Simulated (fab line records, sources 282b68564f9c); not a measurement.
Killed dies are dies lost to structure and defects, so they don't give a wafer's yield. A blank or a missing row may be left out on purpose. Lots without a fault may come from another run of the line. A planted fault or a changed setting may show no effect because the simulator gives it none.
A struck lot beside a sound one | flow rit_cmos | 43 steps out of a route of 202
Sound: wafers L139.2, L139.3, L139.6. Struck: wafers L143.2, L143.4, L143.5. The cause comes at the end.
At each step with rows: each side's tool, then ch and its chambers, then its first start. Under that, the readings that differ: sound wafers | struck wafers | difference of the means | sigmas: that difference in standard deviations of wafers without a fault.
alike: readings whose means differ by less than 2 such deviations, and words and numbers that are the same on both sides. not compared: withheld readings, readings that some wafer has no value for, bounds like >300 that may hide the same value, and numbers for which the record gives no deviation and whose values overlap.
The two part at a step that has a row with sigmas, a row that says differs or no value, or rows on one side only. Numbers that don't overlap but have no deviation are shown without sigmas and don't part them. A reading that every wafer of one side lacks parts them only if that side has two wafers or more.

first, 4 steps without rows for these wafers: RIT_PLDD_SOFTBAKE_02 (time 60 s); RIT_PLDD_EXPOSE_03 (exposes mask M8, target cd 40900 nm); RIT_PLDD_PEB_04; RIT_PLDD_DEVELOP_05 (develop time 50 s).
RIT_PLDD_OVL_MEAS_06:
  sound on overlay-02, day 3 15:41; struck on overlay-02, day 4 12:32
  reading       | sound       | struck        | difference | sigmas
  PLDD_OVL (nm) | 2.1 3.4 2.0 | 0.3 -1.1 -2.5 | -3.6       | -3
then, 2 steps without rows for these wafers: RIT_PLDD_HARDBAKE_07 (time 60 s); RIT_PLDD_IMPLANT_08.
RIT_PLDD_STRIP_09: strips in O2, time 180 s.
  sound on plasma_asher-04 ch 1, day 3 16:01; struck on plasma_asher-03 ch 0,1, day 4 12:53
  reading                     | sound          | struck         | difference | sigmas
  drypump_motor_current_A (A) | 6.16 6.15 6.17 | 5.77 5.64 5.78 | -0.43      | -3
  not compared: rf_hours_counter_h
RIT_PLDD_TW_MEAS_10:
  sound on film_metro-04, day 3 16:12; struck on film_metro-02, day 4 13:04
  alike: PLDD_TW
then, 3 steps without rows for these wafers: RIT_SPACER_CLEAN_00 (cleans in SC1, time 600 s); RIT_SPACER_CLEAN_01 (cleans in dHF, time 30 s); RIT_SPACER_CLEAN_02 (cleans in SC2, time 600 s).
RIT_SPACER_CVD_03: deposits Si3N4 from SiH2Cl2/NH3, target thk 250 nm, time 3300 s.
  sound on lpcvd-02 ch 1, day 3 16:38; struck on lpcvd-02 ch 1, day 4 13:29
  alike: spike_tc_load_C, spike_tc_source_C, zone_power_source_pct
RIT_SPACER_THK_MEAS_04:
  sound on film_metro-02, day 3 18:34; struck on film_metro-02, day 4 15:24
  alike: SPACER_NITRIDE_THK
RIT_SPACER_ETCHBACK_05: etches Si3N4 in SF6/CHF3, stops on SiO2, target depth 250 nm, time 240 s.
  sound on rie_diel-02 ch 1,2,3, day 3 18:37; struck on rie_diel-04 ch 1,2, day 4 15:27
  alike: CHF3_flow_sccm, SF6_flow_sccm, drypump_motor_current_A, oes_product_au, throttle_valve_pct
  not compared: rf_hours_counter_h
then, 6 steps without rows for these wafers: RIT_NSD_HMDS_00 (prime time 60 s); RIT_NSD_COAT_01 (resist thk 1000 nm); RIT_NSD_SOFTBAKE_02 (time 60 s); RIT_NSD_EXPOSE_03 (exposes mask M9, target cd 40700 nm); RIT_NSD_PEB_04; RIT_NSD_DEVELOP_05 (develop time 50 s).
RIT_NSD_OVL_MEAS_06:
  sound on overlay-02, day 3 19:44; struck on overlay-02, day 4 16:35
  alike: NSD_OVL
then, 2 steps without rows for these wafers: RIT_NSD_HARDBAKE_07 (time 60 s); RIT_NSD_IMPLANT_08.
RIT_NSD_STRIP_09: strips in O2, time 180 s.
  sound on plasma_asher-04 ch 0,1, day 3 20:04; struck on plasma_asher-04 ch 1, day 4 16:55
  alike: drypump_motor_current_A
  not compared: rf_hours_counter_h
RIT_NSD_TW_MEAS_10:
  sound on film_metro-04, day 3 20:16; struck on film_metro-03, day 4 17:06
  alike: NSD_TW
then, 6 steps without rows for these wafers: RIT_PSD_HMDS_00 (prime time 60 s); RIT_PSD_COAT_01 (resist thk 1000 nm); RIT_PSD_SOFTBAKE_02 (time 60 s); RIT_PSD_EXPOSE_03 (exposes mask M10, target cd 40900 nm); RIT_PSD_PEB_04; RIT_PSD_DEVELOP_05 (develop time 50 s).
RIT_PSD_OVL_MEAS_06:
  sound on overlay-02, day 3 21:10; struck on overlay-02, day 4 18:01
  alike: PSD_OVL
then, 2 steps without rows for these wafers: RIT_PSD_HARDBAKE_07 (time 60 s); RIT_PSD_IMPLANT_08.
RIT_PSD_STRIP_09: strips in O2, time 180 s.
  sound on plasma_asher-02 ch 0, day 3 21:29; struck on plasma_asher-03 ch 0,1, day 4 18:20
  alike: drypump_motor_current_A
  not compared: rf_hours_counter_h
RIT_PSD_TW_MEAS_10:
  sound on film_metro-02, day 3 21:41; struck on film_metro-03, day 4 18:31
  alike: PSD_TW
then, 3 steps without rows for these wafers: RIT_SDANNEAL_CLEAN_00 (cleans in SC1, time 600 s); RIT_SDANNEAL_CLEAN_01 (cleans in dHF, time 30 s); RIT_SDANNEAL_CLEAN_02 (cleans in SC2, time 600 s).
RIT_SDANNEAL_RTA_03: time 5 s.
  sound on rtp_anneal-01 ch 0, day 3 22:06; struck on rtp_anneal-01 ch 0, day 4 18:57
  alike: ramp_down_c_per_s, wafer_temp_C_max
RIT_SDANNEAL_RS_MEAS_04: measures by four-point-probe.
  sound on film_metro-02, day 3 22:10; struck on film_metro-03, day 4 19:01
  alike: PSD_RS
RIT_M1_PROBE_99:
  sound on prober-01, day 4 05:48; struck on prober-01, day 5 02:28
  reading             | sound  | struck   | difference | sigmas
  killed_at_front_end | 2 11 7 | 49 48 47 | +41        | +13
  killed_dies         | 2 11 7 | 49 48 47 | +41        | +13
  alike: killed_at_contacts, killed_open, killed_short

WHERE THEY PART
First at RIT_PLDD_OVL_MEAS_06; last, within this record, at RIT_M1_PROBE_99.

WHY: what the simulator had put in
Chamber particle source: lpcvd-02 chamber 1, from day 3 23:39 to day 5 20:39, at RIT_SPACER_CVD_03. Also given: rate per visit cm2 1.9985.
